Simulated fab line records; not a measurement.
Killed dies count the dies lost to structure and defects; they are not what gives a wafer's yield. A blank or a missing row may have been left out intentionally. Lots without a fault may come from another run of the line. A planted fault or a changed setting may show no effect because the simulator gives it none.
2 desks, one fault -- flow berkeley-cmos170 -- each desk has only its own numbers; what lay behind them comes last

## AT THE METROLOGY DESK
What the gauges read for every lot (on any tool): the sampled wafers with a number, averaged. The brackets show how far a lot's mean lies from the usual mean; more than 4 standard deviations puts the lot out of limits, marked OUT.
Columns: A = PSD_OVL at UCB170_PSD_OVL_MEAS_07, usual -5 nm
lot,first seen here,A
L236,day 7 16:54,-9
L239,day 8 01:14,-8
L237,day 8 01:53,-11
L238,day 8 02:20,-2
L244,day 9 11:43,-6
L242,day 9 11:59,-11
L241,day 9 12:25,-6
L243,day 9 17:10,-4
L246,day 10 02:40,-5
L250,day 10 18:22,-9
L251,day 11 09:51,-6
L252,day 11 22:49,-6
L256,day 12 16:05,-12
L257,day 12 16:26,5
L258,day 12 16:43,-3
This desk's finding: nothing out of limits on any of the 15 lots.

## TOOL OWNER'S DESK, lpcvd-02
The tool's own readings at UCB170_CONTACT_CVD_01 (deposits PSG from SiH4/O2/PH3, target thk 700 nm, time 2820 s): means of the sampled wafers that have a number, for each lot that ran on this tool. The brackets show how far a lot's mean lies from the usual mean; more than 4 standard deviations puts the lot out of limits, marked OUT.
Columns: A = ph3-flow-sccm at UCB170_CONTACT_CVD_01, usual 25.00 sccm
lot,first seen here,A
L239,day 8 07:04,25.03
L237,day 8 08:51,25.03
L238,day 8 08:51,25.07
L242,day 9 16:17,29.97 (+69) OUT
L244,day 9 16:17,29.94 (+69) OUT
L243,day 9 21:02,30.00 (+69) OUT
L256,day 12 20:35,25.01
L258,day 12 22:23,25.04
This desk's verdict: out of limits on L242, L243, L244, starting with L242 at day 9 16:17 (ph3-flow-sccm at UCB170_CONTACT_CVD_01). L239, L237, L238, L256, L258 stayed within limits.

## TAKEN TOGETHER
The tool owner's desk could have raised an alarm at day 9 16:17, on L242, L243, L244.
At the metrology desk, nothing out of limits was observed.
The metrology desk holds a record of L242, L243, L244, inside its limits.
All the named lots went through UCB170_CONTACT_CVD_01 on lpcvd-02.

## WHAT WAS PUT IN BY THE SIMULATOR
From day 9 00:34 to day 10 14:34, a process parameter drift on lpcvd-02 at UCB170_CONTACT_CVD_01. Setting ph3-flow-sccm shifted by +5 from 25.
Shown lots that were struck: L242, L243, L244.
Time in hours from fault onset to the first out-of-limits reading at each desk: the tool owner's desk, 16.
